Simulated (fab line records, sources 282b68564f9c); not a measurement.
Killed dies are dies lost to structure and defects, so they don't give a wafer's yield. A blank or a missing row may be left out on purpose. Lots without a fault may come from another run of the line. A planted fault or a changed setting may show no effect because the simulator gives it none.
Which tool did it? | flow rit_cmos | 13 lots, 39 wafers sampled, at 2 steps of a route of 202

WHAT THE GAUGES READ, wafer by wafer
The record holds no reading of a measuring or inspecting step that can be judged against a usual standard deviation.

WHICH TOOL RAN EACH LOT (tool, then ch and the chambers of the sampled wafers, then the start)
lot  | RIT_M1_SPUTTER_00           | RIT_M1_PROBE_99
L461 | pvd_sputter-03, day 3 16:03 | prober-01, day 3 20:32
L463 | pvd_sputter-03, day 4 02:16 | prober-01, day 4 06:25
L465 | pvd_sputter-01, day 4 06:29 | prober-02, day 4 11:07
L464 | pvd_sputter-03, day 4 06:45 | prober-01, day 4 12:37
L467 | pvd_sputter-01, day 4 19:10 | prober-01, day 4 23:19
L469 | pvd_sputter-01, day 5 04:44 | prober-01, day 5 08:45
L471 | pvd_sputter-02, day 5 14:20 | prober-01, day 5 18:21
L473 | pvd_sputter-01, day 6 04:22 | prober-01, day 6 08:23
L476 | pvd_sputter-01, day 6 14:07 | prober-01, day 6 18:08
L477 | pvd_sputter-01, day 6 19:17 | prober-01, day 6 23:36
L478 | pvd_sputter-02, day 7 03:23 | prober-02, day 7 07:38
L482 | pvd_sputter-03, day 7 17:35 | prober-02, day 7 21:37
L484 | pvd_sputter-03, day 8 05:31 | prober-02, day 8 09:35
- RIT_M1_SPUTTER_00: material Al, target thk 400 nm, time 500 s.
- RIT_M1_PROBE_99

WHAT THE TOOLS THEMSELVES READ (means of the sampled wafers that have a number; where no wafer has one, the mark that the record gives instead)
RIT_M1_SPUTTER_00.
lot  | tool           | cathode_dc_power_W (W) | substrate_temp_c (C) | throttle_valve_pct (%)
L461 | pvd_sputter-03 | 2000.2                 | 24.87                | 31.0
L463 | pvd_sputter-03 | 2000.1                 | 25.02                | 30.0
L465 | pvd_sputter-01 | 2000.0                 | 25.08                | 30.4
L464 | pvd_sputter-03 | 1999.9                 | 24.90                | 30.2
L467 | pvd_sputter-01 | 1999.8                 | 24.95                | 30.0
L469 | pvd_sputter-01 | 2000.2                 | 24.94                | 29.8
L471 | pvd_sputter-02 | 2000.1                 | 25.08                | 30.6
L473 | pvd_sputter-01 | 1999.8                 | 24.97                | 29.9
L476 | pvd_sputter-01 | 2000.2                 | 25.03                | 30.0
L477 | pvd_sputter-01 | 1986.6                 | 25.04                | 30.2
L478 | pvd_sputter-02 | 2000.2                 | 25.17                | 30.9
L482 | pvd_sputter-03 | 2000.0                 | 25.03                | 30.4
L484 | pvd_sputter-03 | 2000.1                 | 25.05                | 30.1

RIT_M1_PROBE_99.
lot  | tool      | defect_limited_yield (%) | killed_at_M0_to_M3 | killed_at_contacts | killed_at_front_end | killed_dies | killed_open | killed_short | sort_bin_3_pad_short (%) | sort_bin_5_function (%) | sort_bin_6_memory (%) | sort_n_pass | sort_yield_pct (%)
L461 | prober-01 | 97.8                     | 0.0                | 0.0                | 5.7                 | 5.7         | 3.7         | 1.3          | 0.1                      | 1.1                     | 0.9                   | 258.3       | 97.8
L463 | prober-01 | 97.6                     | 0.0                | 0.0                | 6.3                 | 6.3         | 3.7         | 2.7          | 0.0                      | 1.9                     | 0.5                   | 257.7       | 97.6
L465 | prober-02 | 97.6                     | 0.0                | 0.0                | 6.3                 | 6.3         | 3.0         | 3.3          | 0.1                      | 1.3                     | 1.0                   | 257.7       | 97.6
L464 | prober-01 | 97.7                     | 0.0                | 0.0                | 6.0                 | 6.0         | 3.7         | 2.3          | 0.0                      | 1.3                     | 1.0                   | 258.0       | 97.7
L467 | prober-01 | 98.6                     | 0.0                | 0.0                | 3.7                 | 3.7         | 2.7         | 1.0          | 0.0                      | 0.9                     | 0.5                   | 260.3       | 98.6
L469 | prober-01 | 97.1                     | 0.0                | 0.0                | 7.7                 | 7.7         | 5.0         | 2.7          | 0.0                      | 1.1                     | 1.8                   | 256.3       | 97.1
L471 | prober-01 | 97.9                     | 0.0                | 0.3                | 5.3                 | 5.7         | 3.7         | 2.0          | 0.1                      | 1.5                     | 0.5                   | 258.3       | 97.9
L473 | prober-01 | 98.5                     | 0.0                | 0.0                | 4.0                 | 4.0         | 1.7         | 2.3          | 0.0                      | 0.9                     | 0.6                   | 260.0       | 98.5
L476 | prober-01 | 97.8                     | 0.0                | 0.0                | 5.7                 | 5.7         | 3.3         | 2.3          | 0.0                      | 1.3                     | 0.9                   | 258.3       | 97.8
L477 | prober-01 | 97.6                     | 0.0                | 0.0                | 6.3                 | 6.3         | 3.7         | 2.7          | 0.0                      | 1.9                     | 0.5                   | 257.7       | 97.6
L478 | prober-02 | 97.3                     | 0.0                | 0.0                | 7.0                 | 7.0         | 4.0         | 3.0          | 0.0                      | 2.2                     | 0.5                   | 257.0       | 97.3
L482 | prober-02 | 97.7                     | 0.3                | 0.0                | 5.7                 | 6.0         | 2.7         | 3.3          | 0.3                      | 1.1                     | 0.9                   | 258.0       | 97.7
L484 | prober-02 | 97.9                     | 0.0                | 0.0                | 5.7                 | 5.7         | 2.0         | 3.7          | 0.1                      | 1.1                     | 0.9                   | 258.3       | 97.9

THE ANSWER, worked out from the rows above alone
Rule: what is usual is taken from the lots themselves. Put in order of their means at a reading, lots are off if they are a third of the lots or fewer, leave a main group of 4 or more, and stand apart from it by a gap of 3 or more times the standard deviation of the main group's means; of several such gaps the widest counts. A main group whose means are all the same, to the digits that the tables above print for the reading, isn't used. A lot without any number at a reading at which 4 lots or more have one is off too. The other lots that the step has rows for count as sound. The gauges are gone through in route order, then the tools' own readings, and for those a lot's mean is taken as printed above. The first step at which some lot is off is used, and at that step the reading that is off furthest; a lot without a number counts as furthest.
Off: L477, at RIT_M1_SPUTTER_00 (cathode_dc_power_W). The main group: mean 2000.0 W, standard deviation 0.14.
A tool fits if, at that step or a process step before it, it ran every lot that is off, and no sound lot after the first of them. One fits: pvd_sputter-01 at RIT_M1_SPUTTER_00. Its last sound lot is L476 (day 6 14:07), its first lot that is off L477 (day 6 19:17): a fault that began between those two fits.
The tool's own readings at RIT_M1_SPUTTER_00 bear it out: on the lots that are off they differ by more than 5 times the standard deviation of the sound lots' means. cathode_dc_power_W reads 1986.6 W there against 2000.0 W on the sound lots.

WHAT THE SIMULATOR HAD PUT IN
Process parameter drift: pvd_sputter-01, from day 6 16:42 on, at RIT_M1_SPUTTER_00. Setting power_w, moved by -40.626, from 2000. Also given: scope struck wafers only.
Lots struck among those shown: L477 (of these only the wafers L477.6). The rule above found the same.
